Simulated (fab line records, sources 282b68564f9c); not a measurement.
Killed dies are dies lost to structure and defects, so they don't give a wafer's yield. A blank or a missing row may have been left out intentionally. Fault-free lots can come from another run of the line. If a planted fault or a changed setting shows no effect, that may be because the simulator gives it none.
Problem report, 8D (eight disciplines) form, completed by code	flow rit_cmos	the parts of the form that need people (team, actions taken, sign-off) are left out

## 1. WHAT WENT WRONG
NLDD_TW at RIT_NLDD_TW_MEAS_10 reads a mean of 2655 on 9 wafers of 3 lots; wafers without a fault read 2480 with a standard deviation of 15. That is +12 standard deviations from the usual mean.
Earliest sighting: wafer L572.1 on film_metro-03 at day 5 02:16. The record has a number at this step for 45 wafers belonging to 15 lots. The rule behind "out" and "out of limits": a value lying over 4 standard deviations away from the usual mean. The other wafers with a number count as sound.

## 2. WHAT THIS IS AND IS NOT
question	is	is not
which readings at this step	NLDD_TW	-
which lots	L572, L573, L574	L563, L564, L565, L566, L567, L568, L569, L570, L571, L581, L584, L585
which wafers of those lots	all that have a number	-
read on which gauges	film_metro-03, film_metro-04	film_metro-02
when	from day 5 02:16	up to then (27 sound wafers); but 9 sound wafers of L581, L584, L585 came after

## 3. THE SUSPECTS, EACH WITH WHAT RULES IT OUT
Counting: a tool at a process step up to the reading stays a suspect if it ran every lot that is out and no sound lot after the first of them.
- the gauge at RIT_NLDD_TW_MEAS_10: ruled out. 2 gauges (film_metro-03, film_metro-04) read the wafers that are out.
- implanter-04 at RIT_NLDD_IMPLANT_08: kept. It processed each lot that is out, first L572 at day 5 01:56, and no sound lot thereafter; up to then, the last sound lot it processed was L570 at day 4 14:41. Out on those wafers are its own readings of dose_ions_cm2, faraday_current_uA.
The count leaves implanter-04 at RIT_NLDD_IMPLANT_08.

## 4. THE CAUSE (what the simulator had put in)
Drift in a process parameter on implanter-04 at RIT_NLDD_IMPLANT_08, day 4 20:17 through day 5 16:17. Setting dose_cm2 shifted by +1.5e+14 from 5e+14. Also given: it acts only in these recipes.
Only this tool survived the counting.

## 5. THE EFFECT CHAIN, in route order
Each row: a reading whose mean over the struck wafers that have a number lies more than 3 standard deviations from the usual. Scope: only readings with a usual standard deviation given in the record; hours: median across lots of the time from each lot's start at the first step in this table that gives one to its start at this step; sigmas: change in usual standard deviations.
hours	step	reading	usual	on struck wafers	change	sigmas
0	RIT_NLDD_IMPLANT_08	dose_ions_cm2	5e+14	7e+14	+2e+14	+99 or more
0	RIT_NLDD_IMPLANT_08	faraday_current_uA	1576	2034	+458	+15
0	RIT_NLDD_TW_MEAS_10	NLDD_TW	2480	2655	+175	+12
8	RIT_SDANNEAL_RS_MEAS_07	NLDD_RS	151.7 ohm/sq	122.8	-28.9	-47
Here are the process steps it includes:
- RIT_NLDD_IMPLANT_08
At these later measuring or inspecting steps, every struck wafer for which the step has a row has a number for every such reading, and none has moved that far: RIT_NSD_OVL_MEAS_06.

## 6. HOW IT WOULD HAVE BEEN CAUGHT EARLIER
In this record the first reading out of limits at a measuring or inspecting step was taken at day 5 02:16, 6 hours after the fault began at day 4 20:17.
At RIT_NLDD_IMPLANT_08, the tool's own readings (dose_ions_cm2, faraday_current_uA) were out on each struck wafer the step has a row for, so an alarm limit on them would have fired on the first such wafer.
Of the lots that are out (3), L573, L574 began RIT_NLDD_IMPLANT_08 on implanter-04 after day 5 02:16. A hold on the tool at that time would have spared those 2.
